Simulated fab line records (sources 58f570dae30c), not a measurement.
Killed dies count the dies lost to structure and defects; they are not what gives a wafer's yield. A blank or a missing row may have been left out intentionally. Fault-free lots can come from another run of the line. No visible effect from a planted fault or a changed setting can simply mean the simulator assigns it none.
fab line records	flow berkeley-cmos170
record: lots: 15	wafers: 45	last-day: 13
route steps=331 shown NVT@111 M2@287
lots that met no fault: taken from a fault-free run of the same line
start-h: the number of hours between the record's first day and the start of the first shown wafer of the lot	wait-h: hours from the lot's prior step to this one	" as in the row above	L1.1+2: several wafers, shown together as one row	- no value present, or no start provided	* or withheld: withheld	< > ~ a bound
route shown NAME@n: names a module that has steps shown in the file, with the first one's number in the route	usual: mean/standard deviation taken from wafers without a fault	same: alike in all rows	chamber/n: place in a boat	sites: readings site by site	_std_site: the values' standard deviation	_edge_site: the outer-site mean with the inner-site mean subtracted	radius-mm: how far each site lies from the wafer's centre	mask NAME#n: copy n	behind: the most recent tool/chamber to have shaped the wafer	hold: why the lot was held/for how many hours/how that ended	device: the transistor (n, p or np) that didn't switch	end of line: the route-end tests of the same wafers	for a step that has no rows: nothing shown but its recipe	killed: the dies lost at the first sort to structure and to defects; this is not the yield of the wafer	map: the dies of a wafer, with x for killed, . for not killed, _ for no die there
set.NAME: setting as actually run; set.NAME@STEP: the setting as run at that earlier step	model.NAME: the simulator's own value behind a step, which no gauge read
route steps across a sampled set of lots; one table per step, one row per wafer
services: the hour from which a tool's chamber was out of use, counted from the record's first day as start-h (under 0 if before that day), plus the number of hours and why
== steps ==
step: UCB170_NVT_IMPLANT_07
recipe: species: BF2	dose-cm2: 3e+12	energy-kev: 50	tilt-deg: 7
usual: dose-ions-cm2: 3e+12/3.8e+09	faraday-current-uA: 9.50/0.18
lot.wafer	tool	chamber	start-h	wait-h	dose-ions-cm2	faraday-current-uA
L639.1	implanter-02	0	151.90	0.0	2.995e+12	9.69
L639.3	"	0	"	"	3.006e+12	9.85
L639.4	"	0	"	"	2.997e+12	9.57
L640.1	implanter-01	0	152.15	0.0	2.998e+12	9.32
L640.3	"	0	"	"	3.001e+12	9.16
L640.4	"	0	"	"	3.003e+12	9.50
L638.1	implanter-02	0	152.40	0.0	3.002e+12	9.67
L638.4	"	0	"	"	3e+12	9.69
L638.5	"	0	"	"	3e+12	9.03
L644.3	implanter-01	0	169.43	0.1	2.994e+12	9.51
L644.4	"	0	"	"	2.995e+12	9.27
L644.6	"	0	"	"	2.994e+12	9.56
L645.2	implanter-04	0	180.72	0.0	3.004e+12	9.36
L645.3	"	0	"	"	3e+12	9.55
L645.6	"	0	"	"	3.001e+12	9.47
L647.1	implanter-01	0	186.50	0.0	2.999e+12	9.47
L647.5	"	0	"	"	2.995e+12	9.75
L647.6	"	0	"	"	2.999e+12	9.26
L646.2	implanter-04	0	186.75	0.0	2.998e+12	9.77
L646.5	"	0	"	"	3.002e+12	9.47
L646.6	"	0	"	"	3.001e+12	9.60
L648.4	implanter-01	0	196.51	0.1	2.999e+12	9.68
L648.5	"	0	"	"	2.999e+12	9.74
L648.6	"	0	"	"	2.997e+12	9.66
L649.1	implanter-04	0	196.67	0.0	3.004e+12	9.24
L649.2	"	0	"	"	3.001e+12	9.42
L649.6	"	0	"	"	3.002e+12	9.66
L651.2	implanter-04	0	211.27	0.0	3.002e+12	9.49
L651.4	"	0	"	"	3.004e+12	9.53
L651.5	"	0	"	"	3.002e+12	9.35
L653.2	implanter-04	0	220.77	0.0	4.794e+12	15.61
L653.3	"	0	"	"	4.796e+12	15.32
L653.4	"	0	"	"	4.793e+12	14.70
L655.1	implanter-04	0	231.00	0.0	4.801e+12	15.09
L655.2	"	0	"	"	4.804e+12	15.09
L655.5	"	0	"	"	4.795e+12	14.57
L657.1	implanter-04	0	240.25	0.0	4.797e+12	14.71
L657.3	"	0	"	"	4.801e+12	15.11
L657.4	"	0	"	"	4.801e+12	15.32
L659.3	implanter-02	0	254.13	0.1	2.996e+12	9.38
L659.5	"	0	"	"	3.003e+12	9.34
L659.6	"	0	"	"	3.002e+12	9.38
L660.2	implanter-01	0	254.40	0.0	3.002e+12	9.51
L660.3	"	0	"	"	2.998e+12	9.68
L660.6	"	0	"	"	2.996e+12	9.57
step: UCB170_NVT_TW_MEAS_09
usual: NVT_TW: 529/5.5
lot.wafer	tool	chamber	start-h	wait-h	NVT_TW
L639.1	film-metro-04	-	152.15	0.1	535
L639.3	"	-	"	"	535
L639.4	"	-	"	"	534
L640.1	film-metro-01	-	152.40	0.1	524
L640.3	"	-	"	"	525
L640.4	"	-	"	"	525
L638.1	film-metro-01	-	152.65	0.1	525
L638.4	"	-	"	"	523
L638.5	"	-	"	"	525
L644.3	film-metro-03	-	169.65	0.1	520
L644.4	"	-	"	"	523
L644.6	"	-	"	"	522
L645.2	film-metro-03	-	180.95	0.1	520
L645.3	"	-	"	"	523
L645.6	"	-	"	"	522
L647.1	film-metro-01	-	186.75	0.1	526
L647.5	"	-	"	"	530
L647.6	"	-	"	"	531
L646.2	film-metro-01	-	186.99	0.1	529
L646.5	"	-	"	"	530
L646.6	"	-	"	"	528
L648.4	film-metro-01	-	196.71	0.1	528
L648.5	"	-	"	"	531
L648.6	"	-	"	"	530
L649.1	film-metro-03	-	196.92	0.1	523
L649.2	"	-	"	"	523
L649.6	"	-	"	"	518
L651.2	film-metro-03	-	211.51	0.1	522
L651.4	"	-	"	"	520
L651.5	"	-	"	"	525
L653.2	film-metro-01	-	221.01	0.1	614
L653.3	"	-	"	"	611
L653.4	"	-	"	"	612
L655.1	film-metro-04	-	231.25	0.1	617
L655.2	"	-	"	"	617
L655.5	"	-	"	"	617
L657.1	film-metro-04	-	240.50	0.1	623
L657.3	"	-	"	"	619
L657.4	"	-	"	"	620
L659.3	film-metro-01	-	254.35	0.1	529
L659.5	"	-	"	"	530
L659.6	"	-	"	"	529
L660.2	film-metro-04	-	254.64	0.1	532
L660.3	"	-	"	"	539
L660.6	"	-	"	"	535
step: UCB170_M2_OVL_MEAS_16
usual: M2_OVL: 3/5.5
lot.wafer	tool	chamber	start-h	wait-h	M2_OVL[nm]
L640.1	overlay-02	-	203.20	0.1	4
L640.3	"	-	"	"	7
L640.4	"	-	"	"	10
L638.1	overlay-02	-	205.10	0.1	2
L638.4	"	-	"	"	7
L638.5	"	-	"	"	0
L639.1	overlay-02	-	206.82	0.1	3
L639.3	"	-	"	"	-6
L639.4	"	-	"	"	4
L644.3	overlay-02	-	221.32	0.1	5
L644.4	"	-	"	"	6
L644.6	"	-	"	"	7
L645.2	overlay-01	-	238.97	0.1	1
L645.3	"	-	"	"	5
L645.6	"	-	"	"	8
L648.4	overlay-01	-	240.22	0.1	-4
L648.5	"	-	"	"	-10
L648.6	"	-	"	"	-5
L646.2	overlay-01	-	240.87	0.1	15
L646.5	"	-	"	"	1
L646.6	"	-	"	"	12
L647.1	overlay-02	-	241.19	0.1	-2
L647.5	"	-	"	"	5
L647.6	"	-	"	"	0
L649.1	overlay-01	-	242.12	0.1	4
L649.2	"	-	"	"	6
L649.6	"	-	"	"	1
L651.2	overlay-02	-	265.76	0.1	5
L651.4	"	-	"	"	17
L651.5	"	-	"	"	17
L653.2	overlay-02	-	273.39	0.1	2
L653.3	"	-	"	"	-7
L653.4	"	-	"	"	5
L655.1	overlay-02	-	279.51	0.1	1
L655.2	"	-	"	"	-5
L655.5	"	-	"	"	3
L657.1	overlay-02	-	294.87	0.1	-2
L657.3	"	-	"	"	2
L657.4	"	-	"	"	6
L659.3	overlay-01	-	305.76	0.1	5
L659.5	"	-	"	"	6
L659.6	"	-	"	"	3
L660.2	overlay-01	-	310.71	0.1	5
L660.3	"	-	"	"	7
L660.6	"	-	"	"	8
step: UCB170_M2_ETCH_17
recipe: chemistry: N2/H2	target-depth-a: withheld	overetch-a: withheld	target: BARC	time-s: withheld	source-w: 500	bias-w: 100	pressure-mtorr: 30	n2-flow-sccm: 100	h2-flow-sccm: 200
usual: drypump-motor-current-A: 5.5/0.44	oes-product-au: 0.999/0.016	throttle-valve-pct: 13.30/0.16
lot.wafer	tool	chamber	start-h	wait-h	drypump-motor-current-A	oes-product-au	throttle-valve-pct
L640.1	rie-diel-01	2	203.24	0.0	4.9	0.991	13.47
L640.3	"	1	"	"	5.2	1.002	13.37
L640.4	"	2	"	"	4.9	0.990	13.48
L638.1	rie-diel-04	2	205.13	0.0	5.9	1.006	13.15
L638.4	"	3	"	"	5.2	0.975	13.25
L638.5	"	1	"	"	5.8	1.011	13.08
L639.1	rie-diel-01	0	206.85	0.0	6.0	0.992	13.41
L639.3	"	2	"	"	4.9	0.977	13.48
L639.4	"	3	"	"	5.8	1.000	13.47
L644.3	rie-diel-04	0	221.34	0.0	5.3	0.990	13.20
L644.4	"	2	"	"	5.9	1.000	13.15
L644.6	"	1	"	"	5.7	1.013	13.07
L645.2	rie-diel-01	0	239.00	0.0	6.1	0.989	13.41
L645.3	"	3	"	"	5.7	1.001	13.47
L645.6	"	1	"	"	5.2	0.997	13.36
L648.4	rie-diel-01	0	240.24	0.0	6.1	0.990	13.41
L648.5	"	1	"	"	5.2	0.993	13.41
L648.6	"	0	"	"	6.0	0.991	13.43
L646.2	rie-diel-02	0	240.90	0.0	6.1	1.025	13.06
L646.5	"	1	"	"	6.3	1.006	13.22
L646.6	"	0	"	"	6.1	1.023	13.07
L647.1	rie-diel-01	2	241.22	0.0	4.9	0.994	13.48
L647.5	"	2	"	"	4.9	0.984	13.47
L647.6	"	3	"	"	5.7	1.004	13.46
L649.1	rie-diel-01	2	242.15	0.0	4.9	0.986	13.48
L649.2	"	0	"	"	6.0	1.001	13.41
L649.6	"	0	"	"	6.0	0.994	13.43
L651.2	rie-diel-04	0	265.79	0.0	5.2	0.971	13.19
L651.4	"	3	"	"	5.1	0.984	13.26
L651.5	"	2	"	"	5.9	0.998	13.16
L653.2	rie-diel-01	2	273.42	0.0	4.9	0.988	13.48
L653.3	"	0	"	"	6.1	0.994	13.41
L653.4	"	1	"	"	5.2	1.004	13.36
L655.1	rie-diel-01	1	279.55	0.0	5.2	0.994	13.37
L655.2	"	3	"	"	5.7	1.001	13.46
L655.5	"	0	"	"	6.0	0.989	13.40
L657.1	rie-diel-04	1	294.90	0.0	5.8	1.014	13.07
L657.3	"	3	"	"	5.1	0.979	13.25
L657.4	"	2	"	"	5.9	0.999	13.13
L659.3	rie-diel-04	1	305.78	0.0	5.8	1.018	13.09
L659.5	"	2	"	"	5.9	1.002	13.16
L659.6	"	3	"	"	5.2	0.975	13.25
L660.2	rie-diel-04	1	310.74	0.0	5.8	1.012	13.06
L660.3	"	2	"	"	5.9	1.001	13.13
L660.6	"	1	"	"	5.8	1.013	13.06
step: UCB170_M2_CD_MEAS_90
recipe: target-cd-nm: 700
usual: cd-nm: 700.9/2.7
lot.wafer	tool	chamber	start-h	wait-h	cd-nm
L640.1	cd-sem-02	-	203.57	0.1	698.2
L640.3	"	-	"	"	697.4
L640.4	"	-	"	"	697.1
L638.1	cd-sem-02	-	205.46	0.1	702.0
L638.4	"	-	"	"	703.2
L638.5	"	-	"	"	698.5
L639.1	cd-sem-02	-	207.18	0.1	701.1
L639.3	"	-	"	"	702.5
L639.4	"	-	"	"	698.1
L644.3	cd-sem-02	-	221.94	0.3	702.7
L644.4	"	-	"	"	703.1
L644.6	"	-	"	"	703.5
L645.2	cd-sem-02	-	239.35	0.1	700.1
L645.3	"	-	"	"	699.4
L645.6	"	-	"	"	699.3
L648.4	cd-sem-01	-	240.63	0.1	699.3
L648.5	"	-	"	"	700.7
L648.6	"	-	"	"	703.2
L646.2	cd-sem-02	-	241.25	0.1	697.2
L646.5	"	-	"	"	698.1
L646.6	"	-	"	"	699.4
L647.1	cd-sem-02	-	241.64	0.2	702.3
L647.5	"	-	"	"	703.6
L647.6	"	-	"	"	700.9
L649.1	cd-sem-02	-	242.48	0.1	699.8
L649.2	"	-	"	"	698.5
L649.6	"	-	"	"	697.6
L651.2	cd-sem-01	-	266.14	0.1	693.7
L651.4	"	-	"	"	694.7
L651.5	"	-	"	"	696.3
L653.2	cd-sem-02	-	273.77	0.1	704.2
L653.3	"	-	"	"	700.3
L653.4	"	-	"	"	704.6
L655.1	cd-sem-01	-	279.88	0.1	706.4
L655.2	"	-	"	"	704.1
L655.5	"	-	"	"	703.9
L657.1	cd-sem-02	-	295.23	0.1	701.3
L657.3	"	-	"	"	700.2
L657.4	"	-	"	"	703.0
L659.3	cd-sem-01	-	306.15	0.1	702.7
L659.5	"	-	"	"	702.5
L659.6	"	-	"	"	698.7
L660.2	cd-sem-02	-	311.27	0.1	700.8
L660.3	"	-	"	"	703.8
L660.6	"	-	"	"	702.9
== services ==
tool	chamber	start-h	hours	kind
implanter-04	-	133.53	2.0	repair
implanter-02	-	135.05	1.7	repair
rie-diel-02	1	136.08	7.0	repair
rie-diel-01	1	137.26	1.7	repair
rie-diel-01	1	161.36	2.5	repair
rie-diel-04	3	170.51	8.8	repair
rie-diel-01	2	182.46	16.5	repair
rie-diel-02	3	183.62	18.6	repair
implanter-01	-	188.04	4.6	pm
implanter-02	-	192.99	2.3	repair
rie-diel-01	0	202.88	1.6	repair
rie-diel-02	0	211.67	10.0	repair
implanter-02	-	215.42	0.5	repair
rie-diel-04	3	223.68	4.9	repair
implanter-02	-	226.81	4.3	repair
rie-diel-04	-	232.76	28.1	pm
implanter-04	-	243.34	3.8	repair
rie-diel-02	-	250.91	1.6	repair
rie-diel-02	1	266.71	11.8	repair
rie-diel-01	2	278.15	-	clean
rie-diel-01	2	278.15	14.9	scheduled-down
rie-diel-01	2	278.15	14.9	vent-cycle
rie-diel-04	-	282.21	0.4	repair
rie-diel-02	3	286.43	9.5	repair
== key ==
first-sign: step: UCB170_NVT_IMPLANT_07	reading: dose-ions-cm2	direction: up	sigmas: 99+	usual: 3e+12	struck: 4.798e+12
effect: step: UCB170_NVT_IMPLANT_07	reading: faraday-current-uA	direction: up	sigmas: 31	usual: 9.50	struck: 15.06
effect: step: UCB170_NVT_TW_MEAS_09	reading: NVT_TW	direction: up	sigmas: 16	usual: 529	struck: 617
met-at UCB170_NVT_IMPLANT_07
struck-lots L653,L655,L657
sort-left-out L655.1,L655.2,L655.5
tester-left-out L653,L655,L657
not-acting-at UCB170_M2_OVL_MEAS_16,UCB170_M2_ETCH_17,UCB170_M2_CD_MEAS_90
onset-between 211.27 220.77
fault: kind: process-parameter-drift	tool: implanter-04	chamber: -	onset-h: 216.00	steps: UCB170_NVT_IMPLANT_07	channel: dose-cm2	offset: 1.8e+12	shape: step	end-h: 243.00	acts-in: these-recipes-only	stated: 3e+12
tester-left-out: of these lots the tester's yield and bins aren't shown, on N5 and GAA mostly nor the transistor test; their killed dies are dies lost to structure and defects alone, not to doping, threshold or leakage, so they don't give the yield
sort-left-out: the simulated sort isn't trusted on such a fault, so these wafers' sort isn't shown, and their yield isn't known
